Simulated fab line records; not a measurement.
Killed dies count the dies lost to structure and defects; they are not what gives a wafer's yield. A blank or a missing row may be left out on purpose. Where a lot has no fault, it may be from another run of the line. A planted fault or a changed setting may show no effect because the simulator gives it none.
Which tool did it? :: flow rit-cmos :: Sampling: 7 lots, 21 wafers, 3 of 202 route steps

== WHAT THE GAUGES SHOWED, per wafer ==
RIT_M1_CD_MEAS_09 targets a cd of 2600 nm.
lot: L771
measured: day 4 05:50
on: cd-sem-01
cd-nm (nm): 2596.8 2594.4 2596.7

lot: L776
measured: day 5 08:25
on: cd-sem-02
cd-nm (nm): 2601.6 2602.3 2602.7

lot: L779
measured: day 5 22:22
on: cd-sem-02
cd-nm (nm): 2602.6 2604.5 2603.5

lot: L781
measured: day 6 12:43
on: cd-sem-02
cd-nm (nm): 2602.3 2601.1 2602.1

lot: L785
measured: day 7 06:01
on: cd-sem-02
cd-nm (nm): 2600.5 2598.9 2599.4

lot: L787
measured: day 7 15:55
on: cd-sem-02
cd-nm (nm): - - -

lot: L790
measured: day 8 07:05
on: cd-sem-01
cd-nm (nm): 2599.4 2600.4 2601.3

== EACH LOT AND THE TOOL THAT RAN IT (in order: tool; ch and the chambers of the sampled wafers; start) ==
lot: L771
RIT_PWELL_SOFTBAKE_02: litho-track-03 ch 0, day 2 19:04
RIT_M1_DEVELOP_08: litho-track-03 ch 0, day 4 05:00

lot: L776
RIT_PWELL_SOFTBAKE_02: litho-track-01 ch 0, day 3 21:20
RIT_M1_DEVELOP_08: litho-track-03 ch 0, day 5 08:00

lot: L779
RIT_PWELL_SOFTBAKE_02: litho-track-01 ch 0, day 4 12:01
RIT_M1_DEVELOP_08: litho-track-02 ch 0, day 5 22:00

lot: L781
RIT_PWELL_SOFTBAKE_02: litho-track-01 ch 0, day 4 21:49
RIT_M1_DEVELOP_08: litho-track-01 ch 0, day 6 12:00

lot: L785
RIT_PWELL_SOFTBAKE_02: litho-track-03 ch 0, day 5 20:55
RIT_M1_DEVELOP_08: litho-track-01 ch 0, day 7 05:00

lot: L787
RIT_PWELL_SOFTBAKE_02: litho-track-03 ch 0, day 6 04:26
RIT_M1_DEVELOP_08: litho-track-03 ch 0, day 7 15:00

lot: L790
RIT_PWELL_SOFTBAKE_02: litho-track-04 ch 0, day 6 18:37
RIT_M1_DEVELOP_08: litho-track-02 ch 0, day 8 06:00
- RIT_PWELL_SOFTBAKE_02: time 61.68 s.
- RIT_M1_DEVELOP_08: develop time 68 s.

== THE ANSWER, worked out from the rows above alone ==
Rule: the usual values come from the lots themselves. The widest of any qualifying gaps counts: lots, ordered by their means at a reading, are off when they make up no more than a third of the lots, leave a main group of 4 or more, and stand apart from it by 3 or more times the standard deviation of that group's means. A main group whose means are all the same, to the digits that the tables above print for the reading, isn't used. A lot without any number at a reading at which 4 lots or more have one is off too. All remaining lots with rows at the step are treated as sound.
Off, at RIT_M1_CD_MEAS_09 on cd-nm: L787. Without a number there: L787. Main group: mean 2600.6 nm, sd 2.4.
If a tool, at a process step before that reading, ran all the lots that are off and no sound lot after the first of them, it fits. The gauges at RIT_M1_CD_MEAS_09 are tried like those tools. This does not decide it: 2 tools fit, namely litho-track-03 at RIT_PWELL_SOFTBAKE_02 and RIT_M1_DEVELOP_08 and cd-sem-02 at RIT_M1_CD_MEAS_09.

== WHAT THE SIMULATOR HAD PUT IN ==
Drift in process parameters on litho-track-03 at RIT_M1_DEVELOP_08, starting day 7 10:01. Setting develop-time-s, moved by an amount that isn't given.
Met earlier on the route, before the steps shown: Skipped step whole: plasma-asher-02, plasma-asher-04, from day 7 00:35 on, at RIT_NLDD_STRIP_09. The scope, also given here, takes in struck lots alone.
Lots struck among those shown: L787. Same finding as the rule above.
